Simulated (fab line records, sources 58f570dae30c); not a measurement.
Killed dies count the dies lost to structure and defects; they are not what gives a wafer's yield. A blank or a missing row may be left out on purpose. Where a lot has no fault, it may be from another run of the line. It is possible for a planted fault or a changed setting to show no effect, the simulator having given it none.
Matching of chambers / flow berkeley cmos170 / UCB170_V1_CMP_02 on cmp-01: 4 sister chambers
The step polishes SiO2. 8 wafers are shown with their chamber, then 7 later ones without.

== WAFERS WITH THEIR CHAMBER ==
wafer=L653.4; chamber=0; motor current A (A)=18.3
wafer=L652.2; chamber=2; motor current A (A)=16.6
wafer=L652.5; chamber=2; motor current A (A)=16.7
wafer=L656.1; chamber=1; motor current A (A)=16.1
wafer=L656.2; chamber=3; motor current A (A)=16.1
wafer=L656.5; chamber=1; motor current A (A)=17.3
wafer=L666.3; chamber=3; motor current A (A)=16.1
wafer=L666.4; chamber=0; motor current A (A)=17.7

== WAFERS MISSING THEIR CHAMBER ==
wafer=L666.5; motor current A (A)=16.1
wafer=L669.1; motor current A (A)=19.9
wafer=L669.2; motor current A (A)=16.1
wafer=L669.5; motor current A (A)=15.6
wafer=L668.1; motor current A (A)=16.1
wafer=L668.2; motor current A (A)=17.2
wafer=L668.5; motor current A (A)=18.9

== WHICH CHAMBER EACH WENT THROUGH ==
wafer=L666.5; from the rows above=can't be placed: 3 or 2 or 1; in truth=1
wafer=L669.1; from the rows above=0; in truth=0
wafer=L669.2; from the rows above=can't be placed: 3 or 2 or 1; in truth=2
wafer=L669.5; from the rows above=can't be placed: 3 or 2 or 1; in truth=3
wafer=L668.1; from the rows above=can't be placed: 3 or 2 or 1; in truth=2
wafer=L668.2; from the rows above=can't be placed: 1 or 2 or 0 or 3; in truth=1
wafer=L668.5; from the rows above=0; in truth=0
Correct placement for 2 of the 7. These rows do not allow placing 5 (true chamber among the candidates in 5). Wrongly placed: 0.
How it was worked out, from the rows above alone: a wafer's distance from a chamber is the root of the sum, over the readings, of the square of ((its reading less the chamber's mean) divided by the reading's scatter). The wafer belongs to the nearest chamber; if the next one is less than 2 further off, it can't be placed. For every chamber, the mean is computed from those of its wafers that are shown. The scatter: take each reading less its chamber's mean, square it, sum over the shown wafers, divide by the number of wafers less the number of chambers, and take the root.
